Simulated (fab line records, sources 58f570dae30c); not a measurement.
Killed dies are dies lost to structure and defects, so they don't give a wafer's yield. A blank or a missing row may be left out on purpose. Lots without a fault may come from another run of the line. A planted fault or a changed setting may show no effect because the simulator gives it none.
Which tool did it? | flow berkeley_cmos170 | 13 lots, 39 wafers sampled, at 6 steps of a route of 331

WHAT THE GAUGES READ, wafer by wafer
UCB170_ACTIVE_CD_MEAS_13: target cd 1200 nm. Usual: cd_nm 1199.6 nm, standard deviation 1.7.
lot  | measured    | on        | cd_nm (nm)           | flag
L258 | day 4 14:34 | cd_sem-02 | 1200.8 1200.5 1200.7 |
L261 | day 5 10:54 | cd_sem-01 | 1198.9 1200.1 1198.9 |
L268 | day 7 00:32 | cd_sem-01 | 1200.8 1200.9 1200.6 |
L270 | day 7 00:49 | cd_sem-02 | 1199.0 1199.1 1198.1 |
L267 | day 7 00:55 | cd_sem-02 | 1198.8 1199.9 1199.3 |
L272 | day 7 13:36 | cd_sem-02 | 1201.8 1199.5 1201.6 |
L274 | day 7 14:00 | cd_sem-02 | 1199.9 1199.8 1201.5 |
L271 | day 7 14:16 | cd_sem-02 | 1198.6 1196.9 1197.6 |
L275 | day 7 14:23 | cd_sem-02 | 1201.4 1203.0 1202.0 |
L279 | day 8 07:53 | cd_sem-02 | 1201.6 1201.2 1202.2 |
L278 | day 8 08:03 | cd_sem-02 | 1198.8 1199.3 1199.5 |
L281 | day 8 18:26 | cd_sem-02 | 1199.3 1197.9 1198.6 |
L280 | day 8 20:07 | cd_sem-02 | 1203.2 1202.9 1202.1 |

UCB170_PFIELD_OVL_MEAS_06. Usual: PFIELD_OVL 2 nm, standard deviation 5.1.
lot  | measured    | on         | PFIELD_OVL (nm) | flag
L258 | day 4 16:14 | overlay-02 | 1 6 2           |
L261 | day 5 13:11 | overlay-01 | 1 0 -3          |
L268 | day 7 04:14 | overlay-01 | 1 -4 2          |
L270 | day 7 03:59 | overlay-02 | -5 2 2          |
L267 | day 7 03:42 | overlay-02 | 7 -1 5          |
L272 | day 7 15:14 | overlay-01 | 5 4 -2          |
L274 | day 7 16:13 | overlay-02 | 3 2 0           |
L271 | day 7 16:25 | overlay-01 | -8 -6 -1        |
L275 | day 7 16:41 | overlay-02 | 5 4 -6          |
L279 | day 8 10:08 | overlay-02 | -1 2 -6         |
L278 | day 8 10:40 | overlay-01 | 14 10 16        |
L281 | day 8 20:04 | overlay-02 | -6 -3 3         |
L280 | day 8 21:52 | overlay-02 | -10 -5 -1       |

UCB170_NVT_OVL_MEAS_06. Usual: NVT_OVL 1 nm, standard deviation 5.9.
lot  | measured     | on         | NVT_OVL (nm) | flag
L258 | day 6 04:07  | overlay-02 | 3 1 2        |
L261 | day 6 18:08  | overlay-02 | - - -        | OFF
L268 | day 8 04:37  | overlay-01 | -8 -1 -4     |
L270 | day 8 05:08  | overlay-01 | -2 2 1       |
L267 | day 8 04:37  | overlay-02 | 3 15 6       |
L272 | day 8 16:32  | overlay-02 | -5 1 -4      |
L274 | day 8 16:44  | overlay-01 | 2 9 6        |
L271 | day 8 16:04  | overlay-02 | 1 -6 -4      |
L275 | day 8 16:28  | overlay-01 | -2 -4 0      |
L279 | day 9 22:10  | overlay-01 | 12 11 2      |
L278 | day 9 22:41  | overlay-01 | 8 7 12       |
L281 | day 10 06:53 | overlay-02 | -1 1 3       |
L280 | day 10 07:05 | overlay-02 | 5 2 2        |

UCB170_NVT_TW_MEAS_09. Usual: NVT_TW 530, standard deviation 8.2.
lot  | measured     | on            | NVT_TW      | flag
L258 | day 6 04:25  | film_metro-04 | 539 540 537 |
L261 | day 6 18:26  | film_metro-04 | 31 31 31    | OFF
L268 | day 8 04:55  | film_metro-01 | 527 525 521 |
L270 | day 8 05:25  | film_metro-04 | 541 539 540 |
L267 | day 8 04:54  | film_metro-04 | 542 539 540 |
L272 | day 8 16:49  | film_metro-01 | 521 521 520 |
L274 | day 8 17:02  | film_metro-02 | 526 528 530 |
L271 | day 8 16:31  | film_metro-02 | 530 528 528 |
L275 | day 8 16:46  | film_metro-04 | 541 539 539 |
L279 | day 9 22:28  | film_metro-04 | 536 539 535 |
L278 | day 9 22:59  | film_metro-02 | 522 521 524 |
L281 | day 10 07:10 | film_metro-02 | 520 525 522 |
L280 | day 10 07:22 | film_metro-04 | 542 542 541 |

WHICH TOOL RAN EACH LOT (tool, then ch and the chambers of the sampled wafers, then the start)
lot  | UCB170_ACTIVE_ETCH_15             | UCB170_NVT_EXPOSE_03
L258 | rie_diel-04 ch 1,2,3, day 4 14:43 | krf_scanner-02 ch 0, day 6 03:44
L261 | rie_diel-02 ch 0,1,3, day 5 11:00 | krf_scanner-02 ch 0, day 6 17:47
L268 | rie_diel-02 ch 1,2, day 7 00:41   | krf_scanner-02 ch 0, day 8 03:51
L270 | rie_diel-04 ch 0,1,2, day 7 00:56 | krf_scanner-01 ch 0, day 8 04:13
L267 | rie_diel-03 ch 0,1,2, day 7 01:03 | krf_scanner-01 ch 0, day 8 03:38
L272 | rie_diel-02 ch 0,2, day 7 13:44   | krf_scanner-01 ch 0, day 8 15:53
L274 | rie_diel-03 ch 0,1,3, day 7 14:08 | krf_scanner-01 ch 0, day 8 15:59
L271 | rie_diel-02 ch 2,3, day 7 14:22   | krf_scanner-02 ch 0, day 8 15:10
L275 | rie_diel-04 ch 1,3, day 7 14:29   | krf_scanner-02 ch 0, day 8 15:39
L279 | rie_diel-03 ch 0,1,2, day 8 08:00 | krf_scanner-02 ch 0, day 9 21:34
L278 | rie_diel-02 ch 1,2,3, day 8 08:11 | krf_scanner-01 ch 0, day 9 21:47
L281 | rie_diel-02 ch 0,2,3, day 8 18:35 | krf_scanner-02 ch 0, day 10 06:05
L280 | rie_diel-02 ch 0,2,3, day 8 20:16 | krf_scanner-02 ch 0, day 10 06:20
- UCB170_ACTIVE_ETCH_15: etches Si3N4 in CH3F/Ar/O2, stops on SiO2, target depth 242 nm, time 151 s.
- UCB170_NVT_EXPOSE_03: exposes mask PWELL, target cd 3000 nm.

WHAT THE TOOLS THEMSELVES READ (means of the sampled wafers that have a number; where no wafer has one, the mark that the record gives instead)
UCB170_ACTIVE_ETCH_15. Usual: drypump_motor_current_A 5.7 A, standard deviation 0.41; mfc_ar_sccm 50.00 sccm, standard deviation 0.16; oes_product_au 0.934 a.u., standard deviation 0.016; throttle_valve_pct 7.99 %, standard deviation 0.11.
lot  | tool        | drypump_motor_current_A (A) | mfc_ar_sccm (sccm) | oes_product_au (a.u.) | throttle_valve_pct (%) | flag
L258 | rie_diel-04 | 5.6                         | 49.91              | 0.960                 | 8.03                   |
L261 | rie_diel-02 | 5.5                         | 49.96              | 0.937                 | 8.01                   |
L268 | rie_diel-02 | 5.3                         | 50.08              | 0.922                 | 7.94                   |
L270 | rie_diel-04 | 5.8                         | 49.96              | 0.941                 | 7.99                   |
L267 | rie_diel-03 | 6.0                         | 50.05              | 0.917                 | 7.94                   |
L272 | rie_diel-02 | 5.9                         | 49.92              | 0.940                 | 7.92                   |
L274 | rie_diel-03 | 5.6                         | 49.99              | 0.936                 | 8.05                   |
L271 | rie_diel-02 | 5.8                         | 50.08              | 0.925                 | 7.95                   |
L275 | rie_diel-04 | 5.4                         | 50.13              | 0.944                 | 7.92                   |
L279 | rie_diel-03 | 6.0                         | 50.15              | 0.928                 | 7.94                   |
L278 | rie_diel-02 | 5.5                         | 49.73              | 0.924                 | 7.98                   |
L281 | rie_diel-02 | 5.8                         | 49.96              | 0.931                 | 7.98                   |
L280 | rie_diel-02 | 5.8                         | 49.97              | 0.932                 | 7.98                   |

THE ANSWER, worked out from the rows above alone
Rule: a lot is off if the mean of its wafers that have a number lies more than 3 standard deviations from the usual mean. A lot without any number at a reading at which 4 lots or more have one is off too. The other lots that the step has rows for count as sound. The gauges are gone through in route order, then the tools' own readings, and for those a lot's mean is taken as printed above. The first step at which some lot is off is used, and at that step the reading that is off furthest; a lot without a number counts as furthest.
Off: L261, at UCB170_NVT_OVL_MEAS_06 (NVT_OVL). Without a number there: L261.
A tool fits if, at a process step before that reading, it ran every lot that is off, and no sound lot after the first of them. The gauges at UCB170_NVT_OVL_MEAS_06 aren't tried: what is off there is off at UCB170_NVT_TW_MEAS_09 too, on other tools, and a gauge's error can't cause that. None of those tried fits.

WHAT THE SIMULATOR HAD PUT IN
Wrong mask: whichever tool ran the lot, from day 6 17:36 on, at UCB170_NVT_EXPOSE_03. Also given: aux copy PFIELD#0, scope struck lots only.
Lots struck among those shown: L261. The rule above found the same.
